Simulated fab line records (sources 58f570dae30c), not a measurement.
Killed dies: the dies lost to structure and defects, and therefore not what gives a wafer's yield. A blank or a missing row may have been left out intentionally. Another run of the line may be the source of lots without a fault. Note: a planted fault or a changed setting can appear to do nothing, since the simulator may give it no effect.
Which tool is to blame? ; flow berkeley_cmos170 ; 14 lots with 42 wafers sampled at 5 steps, on a route of 331 steps

## WHAT EACH GAUGE READ, for each wafer
UCB170_V1_THK_MEAS_01.
lot;measured;on;V1_TEOS_THK (nm)
L135;day 7 08:01;film_metro-02;1966 1969 2015
L137;day 7 08:05;film_metro-02;1963 2022 1969
L138;day 7 19:17;film_metro-02;1988 1972 2018
L139;day 7 19:18;film_metro-04;1971 1974 2009
L140;day 8 05:00;film_metro-01;1975 1963 2008
L141;day 8 14:26;film_metro-04;1968 2029 2194
L144;day 9 00:28;film_metro-02;1964 1983 1994
L143;day 9 02:55;film_metro-01;1978 2194 1983
L147;day 9 15:34;film_metro-04;1965 2026 1937
L151;day 10 06:53;film_metro-04;2000 1984 2011
L154;day 10 18:47;film_metro-02;2036 1974 2040
L153;day 10 18:44;film_metro-04;2017 1944 1985
L157;day 11 17:44;film_metro-04;1972 2010 2022
L158;day 11 17:44;film_metro-02;1988 1970 1966

## TOOL THAT RAN EACH LOT (tool first, then ch and the chambers of the sampled wafers, then the start)
lot;UCB170_SILICIDE_SPUTTER_01;UCB170_SILICIDE_RTA_04;UCB170_M1_SPUTTER_00;UCB170_V1_CVD_00
L135;pvd_sputter-04, day 6 20:01;rtp_anneal-02 ch 0, day 6 20:14;pvd_sputter-02, day 7 01:17;pecvd-03 ch 0,1,2, day 7 07:51
L137;pvd_sputter-02, day 6 20:11;rtp_anneal-01 ch 0, day 6 20:26;pvd_sputter-04, day 7 02:12;pecvd-01 ch 0,2, day 7 07:51
L138;pvd_sputter-02, day 7 07:52;rtp_anneal-02 ch 0, day 7 08:04;pvd_sputter-02, day 7 13:55;pecvd-01 ch 0,1,2, day 7 19:08
L139;pvd_sputter-04, day 7 08:02;rtp_anneal-01 ch 0, day 7 08:16;pvd_sputter-03, day 7 13:33;pecvd-03 ch 1,2, day 7 19:08
L140;pvd_sputter-02, day 7 17:35;rtp_anneal-02 ch 0, day 7 17:48;pvd_sputter-04, day 7 22:53;pecvd-03 ch 0,1, day 8 04:50
L141;pvd_sputter-01, day 8 02:10;rtp_anneal-01 ch 0, day 8 02:23;pvd_sputter-03, day 8 07:39;pecvd-03 ch 0,1,2, day 8 14:16
L144;pvd_sputter-01, day 8 14:13;rtp_anneal-01 ch 0, day 8 14:26;pvd_sputter-03, day 8 20:44;pecvd-02 ch 0,1, day 9 00:17
L143;pvd_sputter-04, day 8 14:23;rtp_anneal-02 ch 0, day 8 14:37;pvd_sputter-04, day 8 20:50;pecvd-03 ch 0,1,2, day 9 02:44
L147;pvd_sputter-01, day 8 22:53;rtp_anneal-02 ch 0, day 8 23:06;pvd_sputter-04, day 9 08:07;pecvd-01 ch 0,1,2, day 9 15:23
L151;pvd_sputter-02, day 9 19:29;rtp_anneal-02 ch 0, day 9 19:47;pvd_sputter-03, day 10 02:04;pecvd-02 ch 0,1, day 10 06:43
L154;pvd_sputter-04, day 10 06:05;rtp_anneal-01 ch 0, day 10 06:19;pvd_sputter-03, day 10 12:53;pecvd-01 ch 0,1,2, day 10 18:35
L153;pvd_sputter-02, day 10 06:26;rtp_anneal-02 ch 0, day 10 06:40;pvd_sputter-02, day 10 11:27;pecvd-02 ch 0,2, day 10 18:35
L157;pvd_sputter-02, day 11 05:25;rtp_anneal-01 ch 0, day 11 05:38;pvd_sputter-02, day 11 12:29;pecvd-01 ch 0,2, day 11 17:35
L158;pvd_sputter-01, day 11 05:36;rtp_anneal-02 ch 0, day 11 05:49;pvd_sputter-02, day 11 11:55;pecvd-02 ch 0,2, day 11 17:35
- UCB170_SILICIDE_SPUTTER_01: material Ti, target thk 30 nm, time 25 s.
- UCB170_SILICIDE_RTA_04: time 15 s.
- UCB170_M1_SPUTTER_00: material Al, target thk 600 nm, time 80 s.
- UCB170_V1_CVD_00: deposits SiO2 from TEOS/O2, target thk 2000 nm, time 250 s.

## WHAT THE TOOLS THEMSELVES READ (means of the sampled wafers that have a number; where no wafer has one, the mark that the record gives instead)
UCB170_SILICIDE_SPUTTER_01.
lot;tool;throttle_valve_pct (%)
L135;pvd_sputter-04;30.2
L137;pvd_sputter-02;31.0
L138;pvd_sputter-02;29.6
L139;pvd_sputter-04;30.2
L140;pvd_sputter-02;30.9
L141;pvd_sputter-01;30.7
L144;pvd_sputter-01;29.0
L143;pvd_sputter-04;30.1
L147;pvd_sputter-01;31.3
L151;pvd_sputter-02;31.0
L154;pvd_sputter-04;30.1
L153;pvd_sputter-02;30.9
L157;pvd_sputter-02;31.1
L158;pvd_sputter-01;29.7

UCB170_SILICIDE_RTA_04.
lot;tool;lamp_power_pct (%);wafer_temp_C_max
L135;rtp_anneal-02;11.24;652.1
L137;rtp_anneal-01;11.68;653.0
L138;rtp_anneal-02;11.24;652.1
L139;rtp_anneal-01;11.67;653.3
L140;rtp_anneal-02;11.23;651.8
L141;rtp_anneal-01;11.68;653.4
L144;rtp_anneal-01;11.68;653.3
L143;rtp_anneal-02;11.23;652.4
L147;rtp_anneal-02;11.23;651.8
L151;rtp_anneal-02;11.24;651.6
L154;rtp_anneal-01;11.69;653.8
L153;rtp_anneal-02;11.23;652.2
L157;rtp_anneal-01;11.68;653.7
L158;rtp_anneal-02;11.23;652.1

UCB170_M1_SPUTTER_00.
lot;tool;throttle_valve_pct (%)
L135;pvd_sputter-02;30.5
L137;pvd_sputter-04;30.1
L138;pvd_sputter-02;30.4
L139;pvd_sputter-03;30.0
L140;pvd_sputter-04;30.2
L141;pvd_sputter-03;30.2
L144;pvd_sputter-03;30.5
L143;pvd_sputter-04;30.2
L147;pvd_sputter-04;29.9
L151;pvd_sputter-03;30.5
L154;pvd_sputter-03;30.0
L153;pvd_sputter-02;31.1
L157;pvd_sputter-02;30.5
L158;pvd_sputter-02;30.4

UCB170_V1_CVD_00.
lot;tool;heater_power_w (W);rf_fwd_power_W (W)
L135;pecvd-03;213;548.0
L137;pecvd-01;226;551.2
L138;pecvd-01;239;548.2
L139;pecvd-03;223;546.6
L140;pecvd-03;197;547.8
L141;pecvd-03;177;621.9
L144;pecvd-02;279;549.6
L143;pecvd-03;197;620.4
L147;pecvd-01;244;548.9
L151;pecvd-02;280;548.6
L154;pecvd-01;214;547.6
L153;pecvd-02;302;548.1
L157;pecvd-01;259;550.4
L158;pecvd-02;281;546.8

## THE ANSWER, worked out from the rows above alone
Rule: the usual values come from the lots themselves. Put in order of their means at a reading, lots are off if they are a third of the lots or fewer, leave a main group of 4 or more, and stand apart from it by a gap of 3 or more times the standard deviation of the main group's means; of several such gaps the widest counts. A main group is skipped when, at the precision printed for the reading in the tables above, its means are all equal. A lot without any number at a reading at which 4 lots or more have one is off too. Where the step has rows for the other lots, those lots are counted as sound. First the gauges in route order, then the tools' own readings, where a lot's mean is used as printed above. At the first step where some lot is off, the reading lying furthest off is the one used; lots without a number count as furthest.
Off: at UCB170_V1_THK_MEAS_01 (V1_TEOS_THK), L141, L143. For the main group the mean is 1988 nm and the standard deviation 12.
A tool fits if, at a process step before that reading, it ran every lot that is off, and no sound lot after the first of them. The gauges at UCB170_V1_THK_MEAS_01 aren't tried: what is off there is off at UCB170_V1_CVD_00 too, on other tools, and a gauge's error can't cause that. One fits: pecvd-03 at UCB170_V1_CVD_00. Its last sound lot is L140 (day 8 04:50), its first lot that is off L141 (day 8 14:16): a fault that began between those two fits.
On the lots that are off, the tool's own readings at UCB170_V1_CVD_00 differ by more than 5 times the standard deviation of the sound lots' means, which bears it out; rf_fwd_power_W reads 621.1 W there versus 548.5 W on the sound lots.

## WHAT HAD BEEN PUT IN BY THE SIMULATOR
pecvd-03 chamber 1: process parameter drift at UCB170_V1_CVD_00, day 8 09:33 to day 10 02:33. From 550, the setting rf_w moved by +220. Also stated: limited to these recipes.
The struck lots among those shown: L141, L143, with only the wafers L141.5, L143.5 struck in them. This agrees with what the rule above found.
